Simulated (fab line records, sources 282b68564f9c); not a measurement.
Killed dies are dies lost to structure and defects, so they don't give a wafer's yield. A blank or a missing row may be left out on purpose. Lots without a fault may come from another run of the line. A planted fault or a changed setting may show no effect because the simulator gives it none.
A struck lot beside a sound one | flow rit_cmos | 42 steps out of a route of 202
Sound: wafers L202.3, L202.5, L202.6. Struck: wafer L216.4. (L216.3, L216.5 of the same lot were not struck and are left out.) The cause comes at the end.
At each step with rows: each side's tool, then ch and its chambers, then its first start. Under that, the readings that differ: sound wafers | struck wafers | difference of the means | sigmas: that difference in standard deviations of wafers without a fault.
alike: readings whose means differ by less than 2 such deviations, and words and numbers that are the same on both sides. not compared: withheld readings, readings that some wafer has no value for, bounds like >300 that may hide the same value, and numbers for which the record gives no deviation and whose values overlap.
The two part at a step that has a row with sigmas, a row that says differs or no value, or rows on one side only. Numbers that don't overlap but have no deviation are shown without sigmas and don't part them. A reading that every wafer of one side lacks parts them only if that side has two wafers or more.

RIT_SDANNEAL_RTA_03: time 5 s.
  sound on rtp_anneal-01 ch 0, day 3 14:01; struck on rtp_anneal-01 ch 0, day 6 08:12
  alike: ramp_down_c_per_s, wafer_temp_C_max
RIT_SDANNEAL_RS_MEAS_04: measures by four-point-probe.
  sound on film_metro-01, day 3 14:05; struck on film_metro-01, day 6 08:17
  alike: PSD_RS
RIT_SDANNEAL_RS_MEAS_05: measures by four-point-probe.
  sound on film_metro-01, day 3 14:13; struck on film_metro-01, day 6 08:24
  alike: NSD_RS
RIT_SDANNEAL_RS_MEAS_06: measures by four-point-probe.
  sound on film_metro-01, day 3 14:20; struck on film_metro-01, day 6 08:31
  alike: PLDD_RS
RIT_SDANNEAL_RS_MEAS_07: measures by four-point-probe.
  sound on film_metro-01, day 3 14:27; struck on film_metro-01, day 6 08:38
  alike: NLDD_RS
then, 2 steps without rows for these wafers: RIT_SILICIDE_WET_ETCH_00 (etches SiO2 in BOE, target depth 14 nm, time 15 s); RIT_SILICIDE_SPUTTER_01 (material Ti, target thk 30 nm, time 240 s).
RIT_SILICIDE_RS_MEAS_02: measures by four-point-probe.
  sound on film_metro-03, day 3 14:44; struck on film_metro-02, day 6 08:56
  reading                 | sound          | struck | difference | sigmas
  SILICIDE_TI_RS (ohm/sq) | 48.0 48.3 49.4 | 46.9   | -1.7       | -3
RIT_SILICIDE_THK_MEAS_03: measures by xrf.
  sound on film_metro-03, day 3 14:50; struck on film_metro-02, day 6 09:02
  reading              | sound          | struck | difference | sigmas
  SILICIDE_TI_THK (nm) | 29.7 29.5 29.0 | 30.4   | +1.0       | +3
RIT_SILICIDE_RTA_04: time 10 s, ramp up 5 s, ramp down 5 s.
  sound on rtp_anneal-02 ch 0, day 3 14:55; struck on rtp_anneal-02 ch 0, day 6 09:06
  alike: wafer_temp_C_max
then, 1 step without rows for these wafers: RIT_SILICIDE_WET_ETCH_05 (etches Ti in SPM, time 120 s).
RIT_SILICIDE_RTA_06: time 10 s, ramp up 5 s, ramp down 10 s.
  sound on rtp_anneal-01 ch 0, day 3 15:04; struck on rtp_anneal-01 ch 0, day 6 09:13
  alike: wafer_temp_C_max
RIT_CONTACT_CVD_00: deposits SiO2 from TEOS, target thk 400 nm, time 61 s.
  sound on pecvd-02 ch 0,1,2, day 3 15:07; struck on pecvd-04 ch 0, day 6 09:15
  reading                                  | sound           | struck | difference | sigmas
  run_length_s (s)                         | 87.6 88.0 88.2  | 75.5   | -12.4      | -24
  model.SiO2_of_CONTACT_CVD_00.thk_nm (nm) | 397.3 406 409.5 | 317.3  | -87.0      |
  alike: heater_power_w
  not compared: rf_fwd_power_W
RIT_CONTACT_THK_MEAS_01:
  sound on film_metro-02, day 3 15:11; struck on film_metro-04, day 6 09:33
  reading               | sound       | struck | difference | sigmas
  CONTACT_TEOS_THK (nm) | 397 406 410 | 317    | -87        | -17
  not compared: hold
then, 5 steps without rows for these wafers: RIT_CONTACT_COAT_03 (resist thk 1000 nm); RIT_CONTACT_SOFTBAKE_04 (time 60 s); RIT_CONTACT_EXPOSE_05 (exposes mask M11, target cd 1000 nm); RIT_CONTACT_PEB_06; RIT_CONTACT_DEVELOP_07 (develop time 120 s).
RIT_CONTACT_CD_MEAS_08: target cd 1000 nm.
  sound on cd_sem-01, day 3 16:22; struck on cd_sem-01, day 6 11:55
  alike: cd_nm
RIT_CONTACT_OVL_MEAS_09:
  sound on overlay-02, day 3 16:28; struck on overlay-02, day 6 12:00
  alike: CONTACT_OVL
then, 1 step without rows for these wafers: RIT_CONTACT_HARDBAKE_10 (time 60 s).
RIT_CONTACT_ETCH_11: etches SiO2 in CHF3/CF4/Ar, stops on TiSi2, target depth 480 nm, time 320 s.
  sound on rie_diel-02 ch 0,2,3, day 3 16:56; struck on rie_diel-02 ch 1, day 6 12:14
  reading                             | sound           | struck | difference | sigmas
  model.CONTACT.feature_depth_nm (nm) | 397.3 406 409.5 | 317.3  | -87.0      |
  model.etch.depth_nm (nm)            | 397.3 406 409.5 | 317.3  | -87.0      |
  alike: cf4_flow_sccm, drypump_motor_current_A, oes_product_au, rf_fwd_power_W, throttle_valve_pct
  not compared: rf_hours_counter_h
RIT_CONTACT_STRIP_12: strips in O2, time 180 s.
  sound on plasma_asher-04 ch 0,1, day 3 17:11; struck on plasma_asher-04 ch 1, day 6 12:29
  alike: drypump_motor_current_A, o2_flow_sccm, rf_refl_power_W
  not compared: rf_hours_counter_h
RIT_CONTACT_CD_MEAS_90: target cd 1000 nm.
  sound on cd_sem-01, day 3 17:20; struck on cd_sem-02, day 6 12:39
  alike: cd_nm
then, 2 steps without rows for these wafers: RIT_CONTACT_CLEAN_13 (cleans in SC1, time 600 s); RIT_CONTACT_CLEAN_14 (cleans in SC2, time 600 s).
RIT_M1_SPUTTER_00: material Al, target thk 400 nm, time 500 s.
  sound on pvd_sputter-01, day 3 17:46; struck on pvd_sputter-02, day 6 13:05
  alike: throttle_valve_pct
RIT_M1_RS_MEAS_01: measures by four-point-probe.
  sound on film_metro-02, day 3 18:07; struck on film_metro-02, day 6 13:32
  alike: M1_AL_RS
RIT_M1_THK_MEAS_02: measures by xrf.
  sound on film_metro-02, day 3 18:13; struck on film_metro-02, day 6 13:38
  alike: M1_AL_THK
then, 6 steps without rows for these wafers: RIT_M1_HMDS_03 (prime time 60 s); RIT_M1_COAT_04 (resist thk 1300 nm); RIT_M1_SOFTBAKE_05 (time 60 s); RIT_M1_EXPOSE_06 (exposes mask M12, target cd 2600 nm); RIT_M1_PEB_07; RIT_M1_DEVELOP_08 (develop time 68 s).
RIT_M1_CD_MEAS_09: target cd 2600 nm.
  sound on cd_sem-01, day 3 19:10; struck on cd_sem-02, day 6 15:15
  alike: cd_nm
RIT_M1_OVL_MEAS_10:
  sound on overlay-02, day 3 19:16; struck on overlay-02, day 6 15:21
  alike: M1_OVL
then, 1 step without rows for these wafers: RIT_M1_HARDBAKE_11 (time 120 s).
RIT_M1_METAL_ETCH_12: etches Al in Cl2/BCl3, stops on SiO2, time 165 s, target depth 600 nm.
  sound on rie_metal-02 ch 0,1, day 3 19:35; struck on rie_metal-03 ch 0, day 6 15:44
  reading                                  | sound             | struck | difference | sigmas
  model.SiO2_of_CONTACT_CVD_00.thk_nm (nm) | 361.3 370.4 372.4 | 281.1  | -86.9      |
  alike: drypump_motor_current_A, oes_product_au, rf_fwd_power_W, throttle_valve_pct
  not compared: rf_hours_counter_h
then, 1 step without rows for these wafers: RIT_M1_STRIP_13 (strips in nmp, time 600 s).
RIT_M1_PROBE_99:
  sound on prober-01, day 3 21:54; struck on prober-01, day 6 18:05
  reading            | sound | struck | difference | sigmas
  killed_at_contacts | 0 0 0 | 1      | +1         | +3
  alike: killed_at_front_end, killed_dies, killed_on_rim, killed_open, killed_short

WHERE THEY PART
First at RIT_SILICIDE_RS_MEAS_02; last, within this record, at RIT_M1_PROBE_99.

WHY: what the simulator had put in
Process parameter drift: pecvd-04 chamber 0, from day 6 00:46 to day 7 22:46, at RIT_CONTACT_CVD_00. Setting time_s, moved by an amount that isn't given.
